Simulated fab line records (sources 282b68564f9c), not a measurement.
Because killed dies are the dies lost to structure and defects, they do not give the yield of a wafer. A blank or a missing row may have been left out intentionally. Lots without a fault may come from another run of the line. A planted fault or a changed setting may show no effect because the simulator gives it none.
A single fault, viewed from 2 desks :: flow rit-cmos :: numbers are kept per desk, each desk with only its own; the story behind them comes last

== AT THE TOOL OWNER'S DESK: lpcvd-02 ==
The tool's own readings at RIT_GATE_CVD_08 (deposits poly-Si from SiH4, target thk 250 nm, time 2220 s): means of the sampled wafers that have a number, for each lot that ran on this tool. The brackets show how far a lot's mean lies from the usual mean; more than 4 standard deviations puts the lot out of limits, marked OUT.
Columns: A = spike-tc-centre-C at RIT_GATE_CVD_08, usual 612.0 C; B = spike-tc-load-C at RIT_GATE_CVD_08, usual 633.8 C; C = spike-tc-source-C at RIT_GATE_CVD_08, usual 632.0 C; D = zone-power-centre-pct at RIT_GATE_CVD_08, usual 30 %
lot: L458
first seen here: day 3 02:23
A: 613.6
B: 633.1
C: 632.9
D: 31

lot: L459
first seen here: day 3 02:23
A: 611.7
B: 633.8
C: 635.0
D: 35

lot: L464
first seen here: day 4 02:18
A: 600.6 (-7.1) OUT
B: 622.2 (-7.2) OUT
C: 623.5
D: 34

lot: L466
first seen here: day 4 17:13
A: 603.3 (-5.4) OUT
B: 624.1 (-6.1) OUT
C: 621.6 (-4.7) OUT
D: 30

lot: L467
first seen here: day 4 17:13
A: 603.9 (-5.1) OUT
B: 624.2 (-6.0) OUT
C: 620.9 (-5.1) OUT
D: 30
Finding of this desk: L464, L466, L467 out of limits; the first was L464 at day 4 02:18, on spike-tc-centre-C at RIT_GATE_CVD_08. L458, L459 stayed within limits.

== THE METROLOGY DESK ==
What the gauges read for every lot (on any tool): the sampled wafers with a number, averaged. The brackets show how far a lot's mean lies from the usual mean; more than 4 standard deviations puts the lot out of limits, marked OUT.
Columns: A = FOX2_OXIDE_THK at RIT_FOX2_THK_MEAS_01, usual 348 nm; B = PWELL_TW at RIT_PWELL_TW_MEAS_10, usual 949; C = GATE_POLY_THK at RIT_GATE_THK_MEAS_09, usual 249.8 nm
lot: L457
first seen here: day 2 04:28
A: 345
B: 955
C: 251.9

lot: L458
first seen here: day 2 08:13
A: 356
B: 933
C: 247.5

lot: L459
first seen here: day 2 08:18
A: 356
B: 949
C: 248.4

lot: L460
first seen here: day 2 16:33
A: 362
B: 948
C: 250.5

lot: L463
first seen here: day 3 01:58
A: 343
B: 945
C: 250.6

lot: L464
first seen here: day 3 07:38
A: 349
B: 954
C: 192.7 (-25) OUT

lot: L466
first seen here: day 3 22:44
A: 350
B: 957
C: 195.0 (-24) OUT

lot: L467
first seen here: day 4 01:22
A: 337
B: 959
C: 194.6 (-24) OUT

lot: L468
first seen here: day 4 04:07
A: 343
B: 964
C: 250.0

lot: L474
first seen here: day 5 08:41
A: 354
B: 935
C: 254.6

lot: L478
first seen here: day 6 06:00
A: 349
B: 961
C: 250.2

lot: L479
first seen here: day 6 10:32
A: 345
B: 949
C: 249.1

lot: L480
first seen here: day 6 14:52
A: 346
B: 956
C: 250.8
Finding of this desk: L464, L466, L467 out of limits, first seen on L464 at day 4 04:44 (GATE_POLY_THK at RIT_GATE_THK_MEAS_09). L457, L458, L459, L460, L463, L468, L474, L478, L479, L480 stayed within limits.

== TAKEN TOGETHER ==
An alarm could have come from the tool owner's desk at day 4 02:18, on L464, L466, L467.
At day 4 04:44 the metrology desk could have sounded an alarm, on L464, L466, L467.
The lots listed all ran RIT_GATE_CVD_08 on lpcvd-02.

== WHAT THE SIMULATOR PUT IN ==
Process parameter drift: lpcvd-02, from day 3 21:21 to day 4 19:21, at RIT_GATE_CVD_08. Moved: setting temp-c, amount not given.
Struck lots among those shown: L464, L466, L467.
Time in hours from fault onset to the first out-of-limits reading at each desk: tool owner's desk 5, metrology desk 7.
